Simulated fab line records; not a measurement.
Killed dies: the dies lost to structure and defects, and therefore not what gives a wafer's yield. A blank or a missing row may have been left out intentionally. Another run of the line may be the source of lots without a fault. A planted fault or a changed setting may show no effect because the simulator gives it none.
What tool caused it? ; flow berkeleyCmos170 ; 39 wafers from 13 lots sampled at 4 of the route's 331 steps

== WHAT THE GAUGES READ, wafer by wafer ==
UCB170_NLDD_OVL_MEAS_07. Usual: NLDD_OVL -1 nm, standard deviation 4.8.
lot;measured;on;NLDD_OVL (nm);flag
L587;day 7 16:53;overlay-02;1 0 -5;
L590;day 7 17:23;overlay-01;-3 -5 0;
L588;day 7 17:27;overlay-02;3 6 3;
L592;day 8 07:09;overlay-02;-2 -6 -2;
L591;day 8 07:34;overlay-01;0 0 -5;
L593;day 8 17:12;overlay-02;-10 -5 -13;
L595;day 9 09:47;overlay-01;-1 2 0;
L596;day 9 10:07;overlay-02;-10 -14 -6;
L597;day 10 00:34;overlay-02;-7 -4 5;
L599;day 10 01:14;overlay-01;-4 0 -6;
L602;day 10 09:43;overlay-01;4 5 -3;
L605;day 11 05:26;overlay-02;1 -5 0;
L608;day 11 20:55;overlay-01;-9 -6 -2;

UCB170_M3_OVL_MEAS_16. Usual: M3_OVL -7 nm, standard deviation 5.9.
lot;measured;on;M3_OVL (nm);flag
L587;day 9 04:34;overlay-01;-10 -8 -7;
L590;day 9 04:50;overlay-01;1 -5 -2;
L588;day 9 03:54;overlay-02;-13 -16 -3;
L592;day 9 17:05;overlay-01;3 0 -1;
L591;day 9 21:52;overlay-01;3 -6 -2;
L593;day 10 02:23;overlay-01;-16 -17 -15;
L595;day 10 19:16;overlay-02;-1 -4 -5;
L596;day 10 21:02;overlay-02;-6 -7 -4;
L597;day 11 07:37;overlay-01;-5 -14 -1;
L599;day 11 08:38;overlay-01;-6 -10 -9;
L602;day 11 18:16;overlay-01;3 -10 -2;
L605;day 12 11:46;overlay-01;-18 -25 -15;
L608;day 13 07:46;overlay-01;-3 -3 -2;

== TOOL THAT RAN EACH LOT (tool first, then ch and the chambers of the sampled wafers, then the start) ==
lot;UCB170_NLDD_STRIP_10;UCB170_CONTACT_CVD_01
L587;plasmaAsher-03 ch 0,1, day 7 17:13;lpcvd-02 ch 1, day 8 05:52
L590;plasmaAsher-03 ch 0,1, day 7 17:43;lpcvd-02 ch 0, day 8 05:52
L588;plasmaAsher-02 ch 0,1, day 7 17:49;lpcvd-01 ch 0, day 8 06:26
L592;plasmaAsher-01 ch 0,1, day 8 07:29;lpcvd-01 ch 0, day 8 23:01
L591;plasmaAsher-03 ch 0,1, day 8 07:53;lpcvd-02 ch 0, day 8 23:40
L593;plasmaAsher-03 ch 0,1, day 8 17:32;lpcvd-02 ch 1, day 9 04:22
L595;plasmaAsher-01 ch 0,1, day 9 10:07;lpcvd-02 ch 0, day 10 01:12
L596;plasmaAsher-02 ch 0,1, day 9 10:28;lpcvd-01 ch 0, day 10 02:07
L597;plasmaAsher-03 ch 0,1, day 10 00:54;lpcvd-01 ch 0, day 10 10:28
L599;plasmaAsher-01 ch 0,1, day 10 01:35;lpcvd-02 ch 0, day 10 11:37
L602;plasmaAsher-01 ch 0,1, day 10 10:03;lpcvd-01 ch 1, day 10 22:52
L605;plasmaAsher-03 ch 0,1, day 11 05:46;lpcvd-01 ch 0, day 11 15:45
L608;plasmaAsher-03 ch 0,1, day 11 21:19;lpcvd-01 ch 0, day 12 11:13
- UCB170_NLDD_STRIP_10: strips in O2.
- UCB170_CONTACT_CVD_01: deposits PSG from SiH4/O2/PH3, target thk 700 nm, time 2820 s.

== WHAT THE TOOLS THEMSELVES READ (means of the sampled wafers that have a number; where no wafer has one, the mark that the record gives instead) ==
UCB170_NLDD_STRIP_10. Usual: drypumpMotorCurrentA 5.58 A, standard deviation 0.19; o2FlowSccm 400.0 sccm, standard deviation 1.4; oesProductAu 0.735 a.u., standard deviation 0.0042; stripTimeToEndpointS 21.78 s, standard deviation 0.062.
lot;tool;drypumpMotorCurrentA (A);o2FlowSccm (sccm);oesProductAu (a.u.);stripTimeToEndpointS (s);flag
L587;plasmaAsher-03;5.58;398.7;0.739;21.74;
L590;plasmaAsher-03;5.51;399.9;0.728;21.89;
L588;plasmaAsher-02;5.42;401.7;0.733;21.74;
L592;plasmaAsher-01;5.61;400.6;0.736;21.78;
L591;plasmaAsher-03;5.52;400.1;0.733;21.83;
L593;plasmaAsher-03;5.59;399.8;0.741;21.75;
L595;plasmaAsher-01;5.62;399.8;0.736;21.71;
L596;plasmaAsher-02;5.56;399.4;0.736;21.80;
L597;plasmaAsher-03;5.52;399.9;0.737;21.82;
L599;plasmaAsher-01;5.75;399.5;0.736;21.75;
L602;plasmaAsher-01;5.75;400.9;0.734;21.82;
L605;plasmaAsher-03;5.59;400.0;0.731;21.81;
L608;plasmaAsher-03;5.57;399.9;0.734;21.78;

UCB170_CONTACT_CVD_01. Usual: o2FlowSccm 90.04 sccm, standard deviation 0.28; spikeTcCentreC 452.4 C, standard deviation 1.2; zonePowerCentrePct 17.7 %, standard deviation 1.9.
lot;tool;o2FlowSccm (sccm);spikeTcCentreC (C);zonePowerCentrePct (%);flag
L587;lpcvd-02;89.55;453.7;17.3;
L590;lpcvd-02;90.02;452.2;21.3;
L588;lpcvd-01;90.24;451.5;16.5;
L592;lpcvd-01;90.01;451.9;16.3;
L591;lpcvd-02;90.19;453.4;21.2;
L593;lpcvd-02;90.28;452.7;17.5;
L595;lpcvd-02;89.90;452.0;21.1;
L596;lpcvd-01;89.85;452.7;16.4;
L597;lpcvd-01;89.85;451.7;16.4;
L599;lpcvd-02;89.83;452.6;21.2;
L602;lpcvd-01;90.04;452.6;16.5;
L605;lpcvd-01;90.02;451.9;16.3;
L608;lpcvd-01;90.17;451.8;16.3;

== THE ANSWER, worked out from the rows above alone ==
Rule: take the mean of a lot's wafers that have a number; if it is more than 3 standard deviations from the usual mean, the lot is off. A lot without any number at a reading at which 4 lots or more have one is off too. All remaining lots with rows at the step are treated as sound. Order of review: gauges by route order, followed by the tools' own readings, for which a lot's mean as printed above is used. At the first step where some lot is off, the reading lying furthest off is the one used; lots without a number count as furthest.
None of the lots is off at any reading shown; this tells nothing.

== WHAT HAD BEEN PUT IN BY THE SIMULATOR ==
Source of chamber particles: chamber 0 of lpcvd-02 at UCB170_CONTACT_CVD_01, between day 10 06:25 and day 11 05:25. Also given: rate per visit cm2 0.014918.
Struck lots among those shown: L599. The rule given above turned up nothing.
